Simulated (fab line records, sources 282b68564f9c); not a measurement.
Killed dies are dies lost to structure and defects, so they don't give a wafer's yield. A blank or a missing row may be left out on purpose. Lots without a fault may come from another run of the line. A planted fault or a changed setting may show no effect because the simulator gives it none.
fab line records | flow rit_cmos
record lots=14 wafers=42 last_day=8
route steps=202 shown NRETRO@58
lots that met no fault: from a run of the same line without faults
start_h: hours from the record's first day to the start of the lot's first wafer shown | wait_h: hours since the lot's step before | " the same as in the row above | L1.1+2: a row that stands for several wafers | - no value, or no start given | * or withheld: withheld | < > ~ a bound
route shown NAME@n: a module of which the file shows steps, and the number in the route of the first | usual: mean/standard deviation of fault-free wafers | same: alike in all rows | chamber/n: place in a boat | sites: the reading at each site | _std_site: their standard deviation | _edge_site: outer sites' mean less inner sites' | radius_mm: how far each site lies from the wafer's centre | mask NAME#n: copy n | behind: the tool/chamber that last shaped the wafer | hold: why the lot was held/for how many hours/how that ended | device: the transistor (n, p or np) that didn't switch | end of line: the same wafers' tests at the end of the route | a step without rows: its recipe alone | killed: dies lost to structure and defects at the first sort, not the wafer's yield | map: a wafer's dies, x killed, . not, _ none there
set.NAME: the setting as run; set.NAME@STEP: as run at that earlier step | model.NAME: the simulator's own value behind a step, which no gauge read
steps of the route over a sample of lots; a table a step, a row a wafer
## steps
# step RIT_NRETRO_DEVELOP_05
# recipe resist=NOVOLAK develop_time_s=68 dev_temp_c=23
# usual chill_plate_temp_C=23.00/0.11 develop_time_s=68/0
# columns lot.wafer tool chamber start_h wait_h chill_plate_temp_C develop_time_s
L117.2 litho_track-01 0 29 - 23.03 68
L117.4 " 0 " " 22.92 68
L117.6 " 0 " " 23.03 68
L118.1 litho_track-01 0 36 - 22.90 68
L118.3 " 0 " " 22.80 68
L118.4 " 0 " " 22.87 68
L119.1 litho_track-01 0 45 - 22.96 68
L119.3 " 0 " " 23.04 68
L119.5 " 0 " " 22.89 68
L120.2 litho_track-04 0 50 - 22.98 68
L120.3 " 0 " " 23.05 68
L120.4 " 0 " " 22.99 68
L124.2 litho_track-01 0 70 - 22.87 68
L124.4 " 0 " " 22.92 68
L124.6 " 0 " " 22.92 68
L128.3 litho_track-01 - 86 - - -
L128.4 " - " " - -
L128.6 " - " " - -
L129.1 litho_track-03 - 94 - - -
L129.4 " - " " - -
L129.6 " - " " - -
L130.1 litho_track-01 0 99 - 23.15 68
L130.2 " 0 " " 23.02 68
L130.3 " 0 " " 23.01 68
L131.3 litho_track-01 0 100 - 22.95 68
L131.5 " 0 101 - 22.96 68
L131.6 " 0 " " 22.87 68
L132.1 litho_track-03 0 109 - 22.78 68
L132.3 " 0 " " 23.04 68
L132.5 " 0 " " 23.11 68
L136.1 litho_track-03 0 128 - 22.97 68
L136.2 " 0 " " 23.09 68
L136.3 " 0 " " 23.04 68
L137.2 litho_track-01 0 132 - 23.10 68
L137.3 " 0 " " 23.20 68
L137.5 " 0 " " 23.07 68
L138.2 litho_track-03 0 137 - 22.81 68
L138.4 " 0 " " 23.02 68
L138.5 " 0 " " 22.89 68
L139.4 litho_track-03 0 141 - 22.94 68
L139.5 " 0 " " 22.85 68
L139.6 " 0 " " 23.08 68
## key
first_sign step=RIT_NRETRO_DEVELOP_05 reading=tool_record direction=missing
effect none on later readings
met_at RIT_NRETRO_DEVELOP_05
struck_lots L128,L129
sort_left_out L128.3,L128.4,L128.6,L129.1,L129.4,L129.6
tester_left_out L128,L129
onset_between 70 86
fault kind=skipped_step_whole tool=litho_track-01,litho_track-03 chamber=- onset_h=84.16 steps=RIT_NRETRO_DEVELOP_05 scope=struck_lots_only
# tester_left_out: of these lots the tester's yield and bins aren't shown, on N5 and GAA mostly nor the transistor test; their killed dies are dies lost to structure and defects alone, not to doping, threshold or leakage, so they don't give the yield
# sort_left_out: the simulated sort isn't trusted on such a fault, so these wafers' sort isn't shown, and their yield isn't known
